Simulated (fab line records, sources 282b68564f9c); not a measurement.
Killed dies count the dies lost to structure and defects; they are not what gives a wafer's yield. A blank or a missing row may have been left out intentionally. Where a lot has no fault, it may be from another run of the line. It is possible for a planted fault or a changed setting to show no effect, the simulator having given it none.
Comparing a struck lot with a sound one || flow rit_cmos || 14 out of 202 route steps
Sound: the wafers L273.3, L273.5, L273.6. Struck: wafers L285.1, L285.5, L285.6. The cause comes at the end.
Per side, at each step with rows, come the tool, then ch with its chambers, and then its first start. Under that, the readings that differ: sound wafers || struck wafers || difference of the means || sigmas: that difference in standard deviations of wafers without a fault.
alike: readings whose means differ by less than 2 such deviations, and words and numbers that are the same on both sides. not compared: withheld readings, readings that some wafer has no value for, bounds like >300 that may hide the same value, and numbers for which the record gives no deviation and whose values overlap.
A row with sigmas, a row that says differs or no value, or rows on one side alone: a step with any of these is where the two part. Numbers that have no deviation but don't overlap get no sigmas and don't part them. A reading missing from all wafers of one side parts the sides only when that side holds two or more wafers.

first, 1 step without rows for these wafers: RIT_SILICIDE_WET_ETCH_00 (etches SiO2 in BOE, target depth 14 nm, time 15 s).
RIT_SILICIDE_SPUTTER_01: material Ti, target thk 30 nm, time 240 s.
  sound: pvd_sputter-02 at day 3 07:08; struck: pvd_sputter-02 at day 5 19:26
  alike: cathode_dc_power_W, throttle_valve_pct
RIT_SILICIDE_RS_MEAS_02: the measuring method here is four-point-probe.
  sound: film_metro-02 at day 3 07:20; struck: film_metro-02 at day 5 19:35
  alike: SILICIDE_TI_RS
RIT_SILICIDE_THK_MEAS_03: measures by xrf.
  sound: film_metro-02 at day 3 07:26; struck: film_metro-02 at day 5 19:42
  alike: SILICIDE_TI_THK
RIT_SILICIDE_RTA_04: time 10 s, ramp up 5 s, ramp down 5 s.
  sound on rtp_anneal-02 ch 0, day 3 07:30; struck on rtp_anneal-02 ch 0, day 5 19:46
  alike: anneal_temp_c_max, wafer_temp_C_max
then, 1 step without rows for these wafers: RIT_SILICIDE_WET_ETCH_05 (etches Ti in SPM, time 120 s).
RIT_SILICIDE_RTA_06: time 10 s, ramp up 5 s, ramp down 10 s.
  sound on rtp_anneal-01 ch 0, day 3 07:38; struck on rtp_anneal-01 ch 0, day 5 19:52
  alike: anneal_temp_c_max, wafer_temp_C_max
RIT_CONTACT_CVD_00: deposits SiO2 from TEOS, target thk 400 nm, time 61 s.
  sound on pecvd-03 ch 1,2, day 3 07:43; struck on pecvd-02 ch 0,1,2, day 5 19:56
  alike: heater_power_w, rf_fwd_power_W
RIT_CONTACT_THK_MEAS_01:
  sound: film_metro-03 at day 3 07:47; struck: film_metro-03 at day 5 19:59
  alike: CONTACT_TEOS_THK
then, 3 steps without rows for these wafers: RIT_CONTACT_HMDS_02 (prime time 60 s); RIT_CONTACT_COAT_03 (resist thk 1000 nm); RIT_CONTACT_SOFTBAKE_04 (time 60 s).
RIT_CONTACT_EXPOSE_05: exposes mask M11, target cd 1000 nm.
  struck on iline_stepper-02, day 5 20:37; sound on iline_stepper-01 ch 0, day 3 08:19
  no value came back on the struck wafers for exposure_dose_mJ_cm2, focus_offset_nm (nm); on the sound wafers exposure_dose_mJ_cm2 reads 250.45 250.02 249.99
  alike: mask
then, 1 step without rows for these wafers: RIT_CONTACT_PEB_06.

WHERE THEY PART
Only at RIT_CONTACT_EXPOSE_05, within this record.

WHY: the cause the simulator had injected
Beginning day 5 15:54, the whole step at RIT_CONTACT_EXPOSE_05 was skipped on iline_stepper-02. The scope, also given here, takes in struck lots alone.
